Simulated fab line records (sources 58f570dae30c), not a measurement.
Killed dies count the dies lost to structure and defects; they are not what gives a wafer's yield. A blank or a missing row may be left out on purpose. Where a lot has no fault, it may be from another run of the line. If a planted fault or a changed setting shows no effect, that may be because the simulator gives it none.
8D (eight disciplines) problem report, filled in by code + flow berkeley cmos170 + the parts of the form that need people (team, actions taken, sign-off) are left out

== 1. THE ISSUE ==
Wafers free of any fault read 380.5 (standard deviation 1.8) for PWELL_TW at UCB170_PWELL_TW_MEAS_17, against a mean of 338.8 on 6 wafers of 2 lots. Relative to the usual mean, that is a shift of -23 standard deviations.
Seen first at day 7 17:52 on film metro-04, wafer L648.1. The record has a number at this step for 42 wafers belonging to 14 lots. The rule behind "out" and "out of limits": a value lying over 4 standard deviations away from the usual mean. Any other wafer with a number is counted as sound.

== 2. WHAT IT IS AND WHAT IT IS NOT ==
| question                    | is                           | is not                                                                 |
|-----------------------------|------------------------------|------------------------------------------------------------------------|
| which readings at this step | PWELL_TW                     | -                                                                      |
| which lots                  | L648, L649                   | L628, L629, L630, L631, L633, L634, L635, L637, L638, L639, L645, L647 |
| which wafers of those lots  | all that have a number       | -                                                                      |
| read on which gauges        | film metro-01, film metro-04 | film metro-02                                                          |
| when                        | from day 7 17:52             | up to then (36 sound wafers)                                           |

== 3. SUSPECTS, AND WHAT RULES EACH OUT ==
Counting: a tool stays on the suspect list if, at a process step up to the reading, it processed all lots that are out and no sound lot following the first of them.
- ruled out: the gauge at UCB170_PWELL_TW_MEAS_17. 2 gauges (film metro-01, film metro-04) read the wafers that are out.
- implanter-02 at UCB170_PWELL_IMPLANT_15: kept. Every lot that is out went through it, starting with L648 (day 7 17:37), and after that it ran no sound lot; the last sound lot it ran before then is L637 (day 5 09:30). Out on those wafers are its own readings of dose ions cm2, faraday current uA.
The count leaves implanter-02 at UCB170_PWELL_IMPLANT_15.

== 4. THE CAUSE (what the simulator had put in) ==
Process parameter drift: implanter-02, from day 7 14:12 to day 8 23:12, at UCB170_PWELL_IMPLANT_15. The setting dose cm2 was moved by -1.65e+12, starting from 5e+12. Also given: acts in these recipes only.
Only this tool survived the counting.

== 5. THE CHAIN OF EFFECTS, in route order ==
Each row: a reading whose mean over the struck wafers that have a number lies more than 3 standard deviations from the usual. Readings are gone through only where the record gives a usual standard deviation; hours: the median, over the lots, of the time from a lot's start at the first step in this table giving one to that lot's start at this step; sigmas: the change measured in usual standard deviations.
| hours | step                    | reading            | usual     | on struck wafers | change     | sigmas      |
|-------|-------------------------|--------------------|-----------|------------------|------------|-------------|
| 0     | UCB170_PWELL_IMPLANT_15 | dose ions cm2      | 4.999e+12 | 3.348e+12        | -1.651e+12 | -99 or more |
| 0     | UCB170_PWELL_IMPLANT_15 | faraday current uA | 15.9      | 10.3             | -5.6       | -16         |
| 0     | UCB170_PWELL_TW_MEAS_17 | PWELL_TW           | 380.5     | 338.8            | -41.7      | -23         |
It contains these process steps:
- UCB170_PWELL_IMPLANT_15

== 6. HOW IT WOULD HAVE BEEN CAUGHT EARLIER ==
Counted from the fault's start at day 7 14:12, it took 4 hours until the first out-of-limits reading at a measuring or inspecting step in this record, taken at day 7 17:52.
The tool's own readings at UCB170_PWELL_IMPLANT_15 were out on every struck wafer that the step has a row for (dose ions cm2, faraday current uA): an alarm limit on them would have fired on the first of those.
Lots out: 2; of these, L649 started UCB170_PWELL_IMPLANT_15 on implanter-02 after day 7 17:52. A tool hold placed at that time would have kept it from harm.
